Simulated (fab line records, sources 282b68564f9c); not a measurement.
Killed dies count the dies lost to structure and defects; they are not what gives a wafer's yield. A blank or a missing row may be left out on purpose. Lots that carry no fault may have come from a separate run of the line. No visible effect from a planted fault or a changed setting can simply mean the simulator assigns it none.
fab line records	flow rit-cmos
[record] lots = 14	wafers = 42	last-day = 8
route steps=202 shown ACTIVE@5 WELLDRIVE@50 NWELL@51 PWELL@52 GATE@83 M1@202
lots that met no fault: from a run of the same line without faults
start-h: the number of hours between the record's first day and the start of the first shown wafer of the lot	wait-h: hours from the lot's prior step to this one	" unchanged from the row above	L1.1+2: a row that stands for several wafers	- value missing, or start not given	* or withheld: withheld	< > ~ a bound
route shown NAME@n: names a module that has steps shown in the file, with the first one's number in the route	usual: average and standard deviation across the fault-free wafers	same: alike in all rows	chamber/n: place in a boat	sites: the reading at each site	_std_site: the values' standard deviation	_edge_site: the outer-site mean with the inner-site mean subtracted	radius-mm: for every site, how far away it sits from the centre of the wafer	mask NAME#n: copy n	behind: tool/chamber where the wafer was last shaped	hold: what put the lot on hold/how long, in hours/how the hold closed	device: transistor that didn't switch, given as n, p or np	end of line: the tests these same wafers got at the end of their route	a step given without rows: its recipe and nothing more	killed: dies lost to structure and defects at the first sort, not the wafer's yield	map: a wafer's dies, marking killed ones x, the rest . and places with no die _
set.NAME: the run value of the setting; set.NAME@STEP: its run value at that earlier step	model.NAME: the simulator's own value behind a step, which no gauge read
a sample of lots followed through the steps of the route, with each step as a table and each wafer as a row
services: from which hour (start-h, from the record's first day; less than 0 if before it) a tool's chamber was out of use, for how many hours, and why
[[steps]]
[step RIT_ACTIVE_THK_MEAS_04]
[recipe] reads = Si3N4_of_ACTIVE_CVD_03
[usual] ACTIVE_NITRIDE_THK = 149.6/1.3
lot.wafer	tool	chamber	start-h	wait-h	ACTIVE_NITRIDE_THK[nm]
L386.1	film-metro-02	-	14.25	0.0	151.0
L386.4	"	-	"	"	150.9
L386.5	"	-	"	"	152.8
L387.1	film-metro-02	-	18.53	0.0	151.2
L387.2	"	-	"	"	150.6
L387.4	"	-	"	"	150.8
L388.1	film-metro-02	-	24.06	0.0	150.7
L388.2	"	-	"	"	149.3
L388.3	"	-	"	"	149.3
L389.2	film-metro-02	-	30.32	0.0	148.9
L389.3	"	-	"	"	149.1
L389.5	"	-	"	"	149.9
L390.1	film-metro-01	-	33.65	0.0	150.7
L390.3	"	-	"	"	151.2
L390.6	"	-	"	"	149.6
L393.3	film-metro-02	-	50.46	0.0	150.5
L393.5	"	-	"	"	149.6
L393.6	"	-	"	"	149.7
L394.3	film-metro-02	-	54.64	0.0	148.3
L394.5	"	-	"	"	149.1
L394.6	"	-	"	"	147.5
L395.1	film-metro-01	-	60.01	0.0	147.6
L395.2	"	-	"	"	149.7
L395.4	"	-	"	"	147.8
L399.3	film-metro-01	-	79.71	0.0	150.1
L399.5	"	-	"	"	149.1
L399.6	"	-	"	"	149.8
L401.1	film-metro-02	-	89.81	0.0	147.6
L401.2	"	-	"	"	147.4
L401.3	"	-	"	"	147.4
L403.4	film-metro-01	-	100.59	0.0	151.9
L403.5	"	-	"	"	152.4
L403.6	"	-	"	"	151.7
L407.1	film-metro-01	-	119.24	0.0	150.7
L407.5	"	-	"	"	151.3
L407.6	"	-	"	"	149.4
L408.3	film-metro-01	-	125.93	0.0	150.7
L408.4	"	-	"	"	150.3
L408.6	"	-	"	"	150.6
L409.2	film-metro-01	-	130.63	0.0	148.9
L409.4	"	-	"	"	149.1
L409.5	"	-	"	"	149.0
[step RIT_WELLDRIVE_ANNEAL_00]
[recipe] temp-c = 1100	time-s = 14700	ambient = N2
[usual] spike-tc-centre-C = 1102.3/1.2	spike-tc-load-C = 1128.4/2.5	spike-tc-source-C = 1129.1/2.1	tube-center-temp-C = 1100/0.1	tube_center_temp_C_max = 1102.8/0.46	zone-power-source-pct = 40.6/2.1
lot.wafer	tool	chamber	start-h	wait-h	spike-tc-centre-C	spike-tc-load-C	spike-tc-source-C	tube-center-temp-C	tube_center_temp_C_max	zone-power-source-pct
L386.1	furnace-01	0	26.10	2.2	1100.5	1127.0	1133.4	1099.9	1102.9	39.5
L386.4	"	0	"	"	1101.6	1127.9	1130.9	1100.1	1102.9	39.7
L386.5	"	0	"	"	1101.4	1123.9	1131.9	1099.8	1102.5	40.3
L387.1	furnace-04	0	33.94	1.1	1103.4	1128.1	1126.4	1100.1	1102.7	42.9
L387.2	"	0	"	"	1101.2	1127.8	1125.5	1100	1102.9	43.6
L387.4	"	0	"	"	1101.8	1125.7	1126.0	1100.1	1102.5	43.4
L388.1	furnace-04	0	40.96	4.1	1102.5	1126.7	1126.6	1100	1104.4	43.9
L388.2	"	0	"	"	1102.9	1126.3	1126.2	1100	1103.5	42.5
L388.3	"	0	"	"	1102.4	1126.0	1128.3	1100.1	1103.6	43.6
L389.2	furnace-01	0	43.74	2.8	1100.1	1126.0	1129.9	1099.8	1103.0	39.8
L389.3	"	0	"	"	1100.0	1126.6	1131.0	1100.2	1102.5	39.6
L389.5	"	0	"	"	1100.3	1126.5	1130.6	1099.8	1102.3	39.8
L390.1	furnace-03	0	51.52	1.3	1103.1	1132.0	1130.5	1099.9	1102.1	38.6
L390.3	"	0	"	"	1102.8	1132.2	1129.9	1099.8	1102.6	38.3
L390.6	"	0	"	"	1103.2	1131.3	1130.8	1100	1103.3	39.1
L393.3	furnace-04	0	64.50	3.1	1124.9	1150.1	1148.8	1122	1124.6	46.2
L393.5	"	0	"	"	1123.8	1147.6	1149.1	1122	1124.5	45.5
L393.6	"	0	"	"	1124.4	1147.7	1148.3	1122	1124.3	45.4
L394.3	furnace-03	0	68.65	1.9	1102.5	1130.5	1130.1	1100	1102.6	38.5
L394.5	"	0	"	"	1101.9	1130.7	1128.3	1099.9	1102.6	39.0
L394.6	"	0	"	"	1102.1	1131.1	1130.7	1100	1102.6	38.2
L395.1	furnace-04	0	73.69	0.9	1125.8	1148.4	1150.6	1122	1125.8	45.8
L395.2	"	0	"	"	1125.5	1146.7	1148.3	1121.9	1125.9	45.6
L395.4	"	0	"	"	1124.9	1149.3	1147.7	1122	1125.3	45.4
L399.3	furnace-03	0	92.06	1.5	1101.8	1131.9	1130.1	1099.9	1103.3	38.7
L399.5	"	0	"	"	1103.7	1132.3	1133.2	1100	1102.3	39.6
L399.6	"	0	"	"	1100.0	1132.7	1130.8	1100.1	1102.7	38.6
L401.1	furnace-03	0	102.39	0.1	1103.1	1133.3	1131.1	1100	1102.8	39.1
L401.2	"	0	"	"	1103.8	1131.1	1130.3	1100	1102.4	38.9
L401.3	"	0	"	"	1102.1	1129.8	1130.7	1100	1103.2	38.8
L403.4	furnace-01	0	113.91	0.0	1101.6	1126.5	1130.4	1099.9	1102.6	39.4
L403.5	"	0	"	"	1101.6	1126.3	1130.8	1100	1102.7	40.1
L403.6	"	0	"	"	1100.5	1126.8	1129.5	1100	1103.1	39.5
L407.1	furnace-03	0	131.30	1.2	1103.1	1132.3	1131.3	1100.2	1103.3	38.9
L407.5	"	0	"	"	1101.7	1129.5	1128.7	1099.9	1102.3	38.4
L407.6	"	0	"	"	1102.3	1133.1	1132.2	1100	1103.3	38.3
L408.3	furnace-01	0	136.41	0.9	1103.0	1126.5	1131.0	1100	1102.9	39.9
L408.4	"	0	"	"	1102.9	1127.2	1129.4	1100.1	1102.5	39.2
L408.6	"	0	"	"	1099.9	1128.1	1129.9	1100	1102.6	39.7
L409.2	furnace-01	0	141.49	1.0	1101.3	1127.8	1130.4	1100.2	1102.8	39.9
L409.4	"	0	"	"	1101.8	1127.0	1132.3	1099.8	1102.6	39.7
L409.5	"	0	"	"	1100.9	1127.6	1129.8	1100	1102.2	39.0
[step RIT_WELLDRIVE_RS_MEAS_01]
[recipe] thk-meas-gauge = four-point-probe
[usual] NWELL_RS = 276.0/0.78
lot.wafer	tool	chamber	start-h	wait-h	NWELL_RS[ohm/sq]
L386.1	film-metro-04	-	31.18	0.0	275.5
L386.4	"	-	"	"	276.5
L386.5	"	-	"	"	276.2
L387.1	film-metro-04	-	39.02	0.0	276.6
L387.2	"	-	"	"	275.6
L387.4	"	-	"	"	276.2
L388.1	film-metro-04	-	46.04	0.0	276.8
L388.2	"	-	"	"	275.8
L388.3	"	-	"	"	275.4
L389.2	film-metro-02	-	48.84	0.0	276.6
L389.3	"	-	"	"	276.0
L389.5	"	-	"	"	277.4
L390.1	film-metro-02	-	56.60	0.0	276.2
L390.3	"	-	"	"	275.6
L390.6	"	-	"	"	276.5
L393.3	film-metro-02	-	69.62	0.0	253.3
L393.5	"	-	"	"	252.7
L393.6	"	-	"	"	253.6
L394.3	film-metro-02	-	73.77	0.0	275.8
L394.5	"	-	"	"	275.4
L394.6	"	-	"	"	275.7
L395.1	film-metro-04	-	78.78	0.0	253.1
L395.2	"	-	"	"	253.8
L395.4	"	-	"	"	254.3
L399.3	film-metro-02	-	97.19	0.0	276.3
L399.5	"	-	"	"	276.5
L399.6	"	-	"	"	276.0
L401.1	film-metro-04	-	107.48	0.0	274.4
L401.2	"	-	"	"	274.3
L401.3	"	-	"	"	275.0
L403.4	film-metro-04	-	119.05	0.1	276.2
L403.5	"	-	"	"	276.6
L403.6	"	-	"	"	276.0
L407.1	film-metro-04	-	136.39	0.0	274.4
L407.5	"	-	"	"	273.0
L407.6	"	-	"	"	274.7
L408.3	film-metro-02	-	141.53	0.0	275.8
L408.4	"	-	"	"	275.7
L408.6	"	-	"	"	276.0
L409.2	film-metro-02	-	146.60	0.0	275.5
L409.4	"	-	"	"	275.5
L409.5	"	-	"	"	275.5
[step RIT_WELLDRIVE_RS_MEAS_02]
[recipe] thk-meas-gauge = four-point-probe
[usual] PWELL_RS = 429.7/1.2
lot.wafer	tool	chamber	start-h	wait-h	PWELL_RS[ohm/sq]
L386.1	film-metro-04	-	31.30	0.1	430.2
L386.4	"	-	"	"	430.7
L386.5	"	-	"	"	430.5
L387.1	film-metro-04	-	39.14	0.1	429.6
L387.2	"	-	"	"	429.2
L387.4	"	-	"	"	429.2
L388.1	film-metro-04	-	46.16	0.1	430.0
L388.2	"	-	"	"	429.7
L388.3	"	-	"	"	429.5
L389.2	film-metro-02	-	48.96	0.1	430.3
L389.3	"	-	"	"	429.7
L389.5	"	-	"	"	430.1
L390.1	film-metro-02	-	56.72	0.1	430.4
L390.3	"	-	"	"	430.1
L390.6	"	-	"	"	429.2
L393.3	film-metro-02	-	69.74	0.1	405.8
L393.5	"	-	"	"	405.1
L393.6	"	-	"	"	406.5
L394.3	film-metro-02	-	73.89	0.1	429.5
L394.5	"	-	"	"	430.6
L394.6	"	-	"	"	430.6
L395.1	film-metro-04	-	78.90	0.1	404.0
L395.2	"	-	"	"	405.3
L395.4	"	-	"	"	404.8
L399.3	film-metro-02	-	97.31	0.1	427.6
L399.5	"	-	"	"	427.9
L399.6	"	-	"	"	429.8
L401.1	film-metro-04	-	107.60	0.1	428.2
L401.2	"	-	"	"	426.4
L401.3	"	-	"	"	428.0
L403.4	film-metro-04	-	119.17	0.1	428.5
L403.5	"	-	"	"	428.0
L403.6	"	-	"	"	429.6
L407.1	film-metro-04	-	136.51	0.1	428.5
L407.5	"	-	"	"	429.3
L407.6	"	-	"	"	430.3
L408.3	film-metro-02	-	141.65	0.1	427.5
L408.4	"	-	"	"	427.4
L408.6	"	-	"	"	428.0
L409.2	film-metro-02	-	146.72	0.1	430.3
L409.4	"	-	"	"	429.5
L409.5	"	-	"	"	429.9
[step RIT_GATE_THK_MEAS_07]
[recipe] reads = SiO2_of_GATE_OXIDATION_05
[usual] GATE_OXIDE_THK = 2.97/0.073
lot.wafer	tool	chamber	start-h	wait-h	GATE_OXIDE_THK[nm]
L386.1	film-metro-02	-	43.74	0.0	3.01
L386.4	"	-	"	"	2.99
L386.5	"	-	"	"	3.03
L387.1	film-metro-01	-	47.60	0.0	2.87
L387.2	"	-	"	"	2.88
L387.4	"	-	"	"	2.88
L388.1	film-metro-02	-	53.39	0.0	3.07
L388.2	"	-	"	"	2.99
L388.3	"	-	"	"	3.03
L389.2	film-metro-02	-	57.40	0.0	3.06
L389.3	"	-	"	"	3.07
L389.5	"	-	"	"	3.05
L390.1	film-metro-02	-	66.26	0.0	2.90
L390.3	"	-	"	"	2.94
L390.6	"	-	"	"	2.92
L393.3	film-metro-04	-	78.48	0.0	2.95
L393.5	"	-	"	"	3.03
L393.6	"	-	"	"	2.97
L394.3	film-metro-04	-	80.12	0.0	2.96
L394.5	"	-	"	"	3.04
L394.6	"	-	"	"	3.01
L395.1	film-metro-04	-	86.40	0.0	2.98
L395.2	"	-	"	"	2.98
L395.4	"	-	"	"	2.92
L399.3	film-metro-04	-	103.21	0.0	3.04
L399.5	"	-	"	"	3.04
L399.6	"	-	"	"	2.98
L401.1	film-metro-02	-	113.56	0.0	3.04
L401.2	"	-	"	"	2.99
L401.3	"	-	"	"	3.03
L403.4	film-metro-01	-	124.81	0.0	2.92
L403.5	"	-	"	"	2.95
L403.6	"	-	"	"	2.92
L407.1	film-metro-01	-	142.13	0.0	3.04
L407.5	"	-	"	"	3.04
L407.6	"	-	"	"	3.06
L408.3	film-metro-01	-	150.28	0.0	2.96
L408.4	"	-	"	"	3.03
L408.6	"	-	"	"	3.01
L409.2	film-metro-02	-	159.22	0.0	3.00
L409.4	"	-	"	"	2.92
L409.5	"	-	"	"	3.04
[step RIT_GATE_STRIP_20]
[recipe] chemistry = O2	time-s = 180	resist = NOVOLAK	platen-temp-c = withheld	power-w = 500	pressure-mtorr = 4000	o2-flow-sccm = 4000
[usual] drypump-motor-current-A = 5.7/0.3
lot.wafer	tool	chamber	start-h	wait-h	drypump-motor-current-A	rf-hours-counter-h
L386.1	plasma-asher-03	0	47.52	0.1	5.8	42
L386.4	"	1	"	"	5.3	-
L386.5	"	0	"	"	5.8	-
L387.1	plasma-asher-03	0	50.73	0.1	5.8	43
L387.2	"	1	"	"	5.3	43
L387.4	"	0	"	"	5.8	-
L388.1	plasma-asher-03	1	57.35	0.1	5.4	43
L388.2	"	0	"	"	5.8	43
L388.3	"	0	"	"	5.8	-
L389.2	plasma-asher-04	1	60.51	0.1	5.7	36
L389.3	"	1	"	"	5.7	-
L389.5	"	1	"	"	5.7	-
L390.1	plasma-asher-03	1	69.38	0.1	5.3	44
L390.3	"	0	"	"	5.8	-
L390.6	"	0	"	"	5.8	-
L393.3	plasma-asher-04	0	82.36	0.1	5.3	-
L393.5	"	0	"	"	5.3	-
L393.6	"	1	"	"	5.7	-
L394.3	plasma-asher-04	0	83.75	0.1	5.3	-
L394.5	"	1	"	"	5.7	-
L394.6	"	0	"	"	5.3	-
L395.1	plasma-asher-04	1	89.58	0.1	5.7	40
L395.2	"	0	"	"	5.3	40
L395.4	"	0	"	"	5.3	-
L399.3	plasma-asher-03	1	106.25	0.1	5.3	-
L399.5	"	0	"	"	5.8	-
L399.6	"	1	"	"	5.4	-
L401.1	plasma-asher-03	0	117.69	0.1	5.8	51
L401.2	"	1	"	"	5.3	51
L401.3	"	1	"	"	5.3	-
L403.4	plasma-asher-04	1	127.99	0.1	5.7	-
L403.5	"	0	"	"	5.3	-
L403.6	"	1	"	"	5.7	-
L407.1	plasma-asher-04	0	146.45	0.1	5.3	3
L407.5	"	0	"	"	5.3	-
L407.6	"	1	"	"	5.7	-
L408.3	plasma-asher-01	1	153.32	0.1	5.6	-
L408.4	"	0	"	"	6.2	-
L408.6	"	1	"	"	5.6	-
L409.2	plasma-asher-01	0	162.21	0.1	6.2	39
L409.4	"	0	"	"	6.2	-
L409.5	"	0	"	"	6.2	-
[step RIT_M1_PROBE_99]
[usual] killed-at-contacts = 0.0/0.23	killed-at-front-end = 7/3.1	killed-dies = 7/3.1	killed-open = 3.3/2	killed-short = 3.5/1.9
[same] gross-dies = 264	killed_at_M0_to_M3 = 0	killed_at_M4_up = 0	killed-at-back-side = 0	killed-at-other = 0
lot.wafer	tool	chamber	start-h	wait-h	killed-at-contacts	killed-at-front-end	killed-dies	killed-open	killed-short
L386.1	prober-02	-	68.21	0.1	0	5	5	3	2
L386.4	prober-02	-	68.36	0.2	0	6	6	1	5
L386.5	prober-02	-	68.41	0.2	0	6	6	3	3
L387.1	prober-01	-	72.39	0.1	0	8	8	6	2
L387.2	prober-01	-	72.44	0.1	0	4	4	1	3
L387.4	prober-01	-	72.54	0.2	0	5	5	2	3
L388.1	prober-02	-	77.44	0.1	0	9	9	4	5
L388.2	prober-02	-	77.49	0.1	0	12	12	6	6
L388.3	prober-02	-	77.54	0.2	0	9	9	4	5
L389.2	prober-01	-	84.38	0.1	0	5	5	4	1
L389.3	prober-01	-	84.43	0.2	0	8	8	4	4
L389.5	prober-01	-	84.53	0.2	0	11	11	6	5
L390.1	prober-02	-	90.63	0.1	0	11	11	3	8
L390.3	prober-02	-	90.73	0.2	0	7	7	5	2
L390.6	prober-02	-	90.88	0.2	0	12	12	5	7
L393.3	prober-01	-	104.30	0.2	0	8	8	3	5
L393.5	prober-01	-	104.40	0.2	0	4	4	2	2
L393.6	prober-01	-	104.45	0.2	0	11	11	8	3
L394.3	prober-02	-	105.80	0.2	0	7	7	5	2
L394.5	prober-02	-	105.90	0.2	0	7	7	4	3
L394.6	prober-02	-	105.95	0.2	0	5	5	0	5
L395.1	prober-01	-	109.44	0.1	0	10	10	4	6
L395.2	prober-01	-	109.49	0.1	0	10	10	6	4
L395.4	prober-01	-	109.59	0.2	0	9	9	5	4
L399.3	prober-01	-	127.58	0.2	0	3	3	2	1
L399.5	prober-01	-	127.68	0.2	0	3	3	1	2
L399.6	prober-01	-	127.73	0.2	0	6	6	4	2
L401.1	prober-01	-	140.08	0.1	0	10	10	5	5
L401.2	prober-01	-	140.13	0.1	0	11	11	5	6
L401.3	prober-01	-	140.18	0.2	0	7	7	3	3
L403.4	prober-01	-	148.79	0.2	0	4	4	3	1
L403.5	prober-01	-	148.84	0.2	2	9	11	4	7
L403.6	prober-01	-	148.89	0.2	0	6	6	0	6
L407.1	prober-01	-	169.19	0.1	0	5	5	1	4
L407.5	prober-01	-	169.39	0.2	0	5	5	2	3
L407.6	prober-01	-	169.44	0.2	0	5	5	2	3
L408.3	prober-02	-	175.34	0.2	0	3	3	2	1
L408.4	prober-02	-	175.39	0.2	0	5	5	1	4
L408.6	prober-02	-	175.49	0.2	0	7	7	4	3
L409.2	prober-01	-	182.41	0.1	0	8	8	2	6
L409.4	prober-01	-	182.51	0.2	0	10	10	5	5
L409.5	prober-01	-	182.56	0.2	0	0	0	0	0
// killed by level:class
L386.1 FOX1:geometric-particle:open=1 GATE:geometric-particle:open=1 GATE:geometric-particle:short=1 SPACER:geometric-particle:short=1 SPACER:geometric-particle:open=1
L386.4 FOX1:geometric-particle:short=2 GATE:geometric-particle:short=2 FOX2:geometric-particle:short=1 GATE:geometric-particle:open=1
L386.5 FOX1:geometric-particle:short=3 FOX1:geometric-particle:open=1 FOX2:geometric-particle:open=1 GATE:geometric-particle:open=1
L387.1 GATE:geometric-particle:open=3 ACTIVE:geometric-particle:open=1 GATE:geometric-particle:short=1 REOX:geometric-particle:open=1 SILICIDE:geometric-particle:open=1 SILICIDE:geometric-particle:short=1
L387.2 SILICIDE:geometric-particle:short=2 GATE:geometric-particle:open=1 GATE:geometric-particle:short=1
L387.4 SILICIDE:geometric-particle:short=2 GATE:geometric-particle:open=1 REOX:geometric-particle:open=1 SPACER:geometric-particle:short=1
L388.1 GATE:geometric-particle:open=2 GATE:geometric-particle:short=2 SPACER:geometric-particle:short=2 SILICIDE:geometric-particle:open=2 REOX:geometric-particle:short=1
L388.2 REOX:geometric-particle:short=3 SPACER:geometric-particle:open=3 SILICIDE:geometric-particle:open=2 FOX1:geometric-particle:short=1 FOX1:geometric-particle:open=1 GATE:geometric-particle:short=1 SPACER:geometric-particle:short=1
L388.3 GATE:geometric-particle:open=4 GATE:geometric-particle:short=2 FOX1:geometric-particle:short=1 SPACER:geometric-particle:short=1 SILICIDE:geometric-particle:short=1
L389.2 SILICIDE:geometric-particle:open=2 FOX1:geometric-particle:open=1 GATE:geometric-particle:open=1 SILICIDE:geometric-particle:short=1
L389.3 REOX:geometric-particle:short=2 FOX1:geometric-particle:open=1 FOX2:geometric-particle:open=1 GATE:geometric-particle:short=1 GATE:geometric-particle:open=1 SPACER:geometric-particle:open=1 SPACER:geometric-particle:short=1
L389.5 GATE:geometric-particle:open=3 FOX1:geometric-particle:short=2 GATE:geometric-particle:short=1 REOX:geometric-particle:open=1 REOX:geometric-particle:short=1 SPACER:geometric-particle:short=1 SPACER:geometric-particle:open=1 SILICIDE:geometric-particle:open=1
L390.1 SILICIDE:geometric-particle:short=5 GATE:geometric-particle:short=2 REOX:geometric-particle:open=1 SPACER:geometric-particle:open=1 SPACER:geometric-particle:short=1 SILICIDE:geometric-particle:open=1
L390.3 GATE:geometric-particle:open=3 SPACER:geometric-particle:short=2 REOX:geometric-particle:open=1 SPACER:geometric-particle:open=1
L390.6 GATE:geometric-particle:short=5 SILICIDE:geometric-particle:short=2 SILICIDE:geometric-particle:open=2 ACTIVE:geometric-particle:open=1 REOX:geometric-particle:open=1 SPACER:geometric-particle:open=1
L393.3 FOX1:geometric-particle:short=2 GATE:geometric-particle:short=2 FOX1:geometric-particle:open=1 FOX2:geometric-particle:open=1 REOX:geometric-particle:short=1 REOX:geometric-particle:open=1
L393.5 FOX1:geometric-particle:short=1 GATE:geometric-particle:open=1 REOX:geometric-particle:open=1 SPACER:geometric-particle:short=1
L393.6 FOX1:geometric-particle:open=4 GATE:geometric-particle:open=3 REOX:geometric-particle:short=2 GATE:geometric-particle:short=1 SILICIDE:geometric-particle:open=1
L394.3 GATE:geometric-particle:open=3 FOX1:geometric-particle:open=1 REOX:geometric-particle:open=1 SPACER:geometric-particle:short=1 SILICIDE:geometric-particle:short=1
L394.5 REOX:geometric-particle:open=3 GATE:geometric-particle:short=1 REOX:geometric-particle:short=1 SILICIDE:geometric-particle:short=1 SILICIDE:geometric-particle:open=1
L394.6 REOX:geometric-particle:short=3 GATE:geometric-particle:short=2
L395.1 FOX2:geometric-particle:short=3 SPACER:geometric-particle:open=2 SPACER:geometric-particle:short=2 GATE:geometric-particle:open=1 REOX:geometric-particle:open=1 SILICIDE:geometric-particle:short=1
L395.2 SILICIDE:geometric-particle:open=3 REOX:geometric-particle:short=2 REOX:geometric-particle:open=2 GATE:geometric-particle:short=1 GATE:geometric-particle:open=1 SPACER:geometric-particle:short=1
L395.4 GATE:geometric-particle:open=4 SILICIDE:geometric-particle:short=2 REOX:geometric-particle:short=1 SPACER:geometric-particle:short=1 SILICIDE:geometric-particle:open=1
L399.3 SPACER:geometric-particle:open=1 FOX2:geometric-particle:open=1 SILICIDE:geometric-particle:short=1
L399.5 FOX1:geometric-particle:short=1 FOX2:geometric-particle:open=1 FOX2:geometric-particle:short=1
L399.6 GATE:geometric-particle:open=2 FOX1:geometric-particle:short=1 FOX2:geometric-particle:short=1 SPACER:geometric-particle:open=1 STARTING-WAFER:geometric-particle:open=1
L401.1 GATE:geometric-particle:open=3 REOX:geometric-particle:short=3 FOX1:geometric-particle:short=1 FOX2:geometric-particle:open=1 GATE:geometric-particle:short=1 SPACER:geometric-particle:open=1
L401.2 GATE:geometric-particle:short=4 GATE:geometric-particle:open=2 REOX:geometric-particle:open=2 REOX:geometric-particle:short=1 SPACER:geometric-particle:short=1 SPACER:geometric-particle:open=1
L401.3 GATE:geometric-particle:open=3 SILICIDE:geometric-particle:short=2 GATE:geometric-particle:short=1 PLDD:coat-microbubble-printed=1
L403.4 GATE:geometric-particle:open=1 REOX:geometric-particle:open=1 SILICIDE:geometric-particle:open=1 SILICIDE:geometric-particle:short=1
L403.5 REOX:geometric-particle:short=3 SPACER:geometric-particle:open=2 CONTACT:geometric-particle:short=2 GATE:geometric-particle:open=1 REOX:geometric-particle:open=1 SPACER:geometric-particle:short=1 SILICIDE:geometric-particle:short=1
L403.6 SPACER:geometric-particle:short=3 SILICIDE:geometric-particle:short=2 REOX:geometric-particle:short=1
L407.1 SILICIDE:geometric-particle:short=3 SPACER:geometric-particle:short=1 SILICIDE:geometric-particle:open=1
L407.5 FOX1:geometric-particle:short=1 SPACER:geometric-particle:short=1 SPACER:geometric-particle:open=1 SILICIDE:geometric-particle:short=1 SILICIDE:geometric-particle:open=1
L407.6 GATE:geometric-particle:open=2 FOX1:geometric-particle:short=1 GATE:geometric-particle:short=1 REOX:geometric-particle:short=1
L408.3 GATE:geometric-particle:open=2 GATE:geometric-particle:short=1
L408.4 SILICIDE:geometric-particle:short=2 FOX1:geometric-particle:open=1 FOX2:geometric-particle:short=1 GATE:geometric-particle:short=1
L408.6 FOX1:geometric-particle:short=2 FOX2:geometric-particle:open=1 GATE:geometric-particle:open=1 SPACER:geometric-particle:open=1 SILICIDE:geometric-particle:open=1 SILICIDE:geometric-particle:short=1
L409.2 GATE:geometric-particle:short=3 FOX2:geometric-particle:open=2 FOX1:geometric-particle:short=1 FOX2:geometric-particle:short=1 REOX:geometric-particle:short=1
L409.4 FOX1:geometric-particle:open=3 FOX1:geometric-particle:short=2 FOX2:geometric-particle:open=2 GATE:geometric-particle:short=1 REOX:geometric-particle:short=1 SILICIDE:geometric-particle:short=1
L409.5
[[services]]
tool	chamber	start-h	hours	kind
plasma-asher-03	-	7.41	1.5	repair
furnace-03	-	19.94	4.3	pm
furnace-03	-	32.10	12.5	pm
plasma-asher-01	-	39.76	1.2	repair
furnace-04	-	48.92	3.0	pm
plasma-asher-04	-	62.61	0.7	repair
plasma-asher-04	-	91.79	1.4	repair
plasma-asher-04	-	99.32	2.8	repair
plasma-asher-04	-	108.75	9.0	pm
plasma-asher-04	0	108.75	9.0	vent-cycle
plasma-asher-04	1	108.75	9.0	vent-cycle
plasma-asher-04	0	117.75	-	clean
plasma-asher-04	1	117.75	-	clean
plasma-asher-03	-	141.43	21.0	repair
furnace-01	-	146.58	12.5	pm
[[key]]
[first-sign] step = RIT_WELLDRIVE_ANNEAL_00	reading = tube-center-temp-C	direction = up	sigmas = 99+	usual = *	struck = *
[effect] step = RIT_WELLDRIVE_ANNEAL_00	reading = tube_center_temp_C_max	direction = up	sigmas = 48	usual = *	struck = *
[effect] step = RIT_WELLDRIVE_RS_MEAS_01	reading = NWELL_RS	direction = down	sigmas = 29	usual = 276.0	struck = 253.5
[effect] step = RIT_WELLDRIVE_RS_MEAS_02	reading = PWELL_RS	direction = down	sigmas = 21	usual = 429.7	struck = 405.2
met-at RIT_WELLDRIVE_ANNEAL_00
struck-lots L393,L395
tester-left-out L393,L395
not-acting-at RIT_ACTIVE_THK_MEAS_04,RIT_GATE_THK_MEAS_07,RIT_GATE_STRIP_20
onset-between 40.96 64.50
[fault] kind = process-parameter-drift	tool = furnace-04	chamber = -	onset-h = 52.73	steps = RIT_WELLDRIVE_ANNEAL_00	channel = temp-c	offset = *	shape = step	end-h = 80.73	acts-in = *	stated = *
// tester-left-out: of these lots the tester's yield and bins aren't shown, on N5 and GAA mostly nor the transistor test; their killed dies are dies lost to structure and defects alone, not to doping, threshold or leakage, so they don't give the yield
